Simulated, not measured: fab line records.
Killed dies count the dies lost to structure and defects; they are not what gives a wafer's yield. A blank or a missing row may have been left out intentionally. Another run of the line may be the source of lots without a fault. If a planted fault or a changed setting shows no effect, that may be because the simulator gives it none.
The tool behind it: which one? / flow ritCmos / 7 lots (21 wafers sampled), 1 step of a 202-step route

WHAT THE GAUGES SHOWED, per wafer
RIT_ACTIVE_BOW_MEAS_00.
lot=L675; measured=day 1 20:00; on=filmMetro-02; INCOMING_BOW (um)=-3 4 3
lot=L677; measured=day 2 06:01; on=filmMetro-04; INCOMING_BOW (um)=-15 -3 4
lot=L682; measured=day 3 07:04; on=filmMetro-02; INCOMING_BOW (um)=-2 -11 -2
lot=L686; measured=day 4 03:02; on=filmMetro-02; INCOMING_BOW (um)=-4 -4 9
lot=L688; measured=day 4 13:01; on=filmMetro-04; INCOMING_BOW (um)=-10 3 -1
lot=L690; measured=day 4 23:00; on=filmMetro-02; INCOMING_BOW (um)=11 3 -1
lot=L696; measured=day 6 05:01; on=filmMetro-02; INCOMING_BOW (um)=0 7 10

WHICH TOOL RAN EACH LOT (tool, then ch and the chambers of the sampled wafers, then the start)
Record: no process step prior to these readings.

THE ANSWER, worked out from the rows above alone
Rule: the lots themselves supply what counts as usual. The widest of any qualifying gaps counts: lots, ordered by their means at a reading, are off when they make up no more than a third of the lots, leave a main group of 4 or more, and stand apart from it by 3 or more times the standard deviation of that group's means. A main group is skipped when, at the precision printed for the reading in the tables above, its means are all equal. A lot without any number at a reading at which 4 lots or more have one is off too. Any other lot the step has rows for is counted as sound.
Nothing can be told from this: no lot is off at any reading shown.

WHAT THE SIMULATOR HAD PUT IN
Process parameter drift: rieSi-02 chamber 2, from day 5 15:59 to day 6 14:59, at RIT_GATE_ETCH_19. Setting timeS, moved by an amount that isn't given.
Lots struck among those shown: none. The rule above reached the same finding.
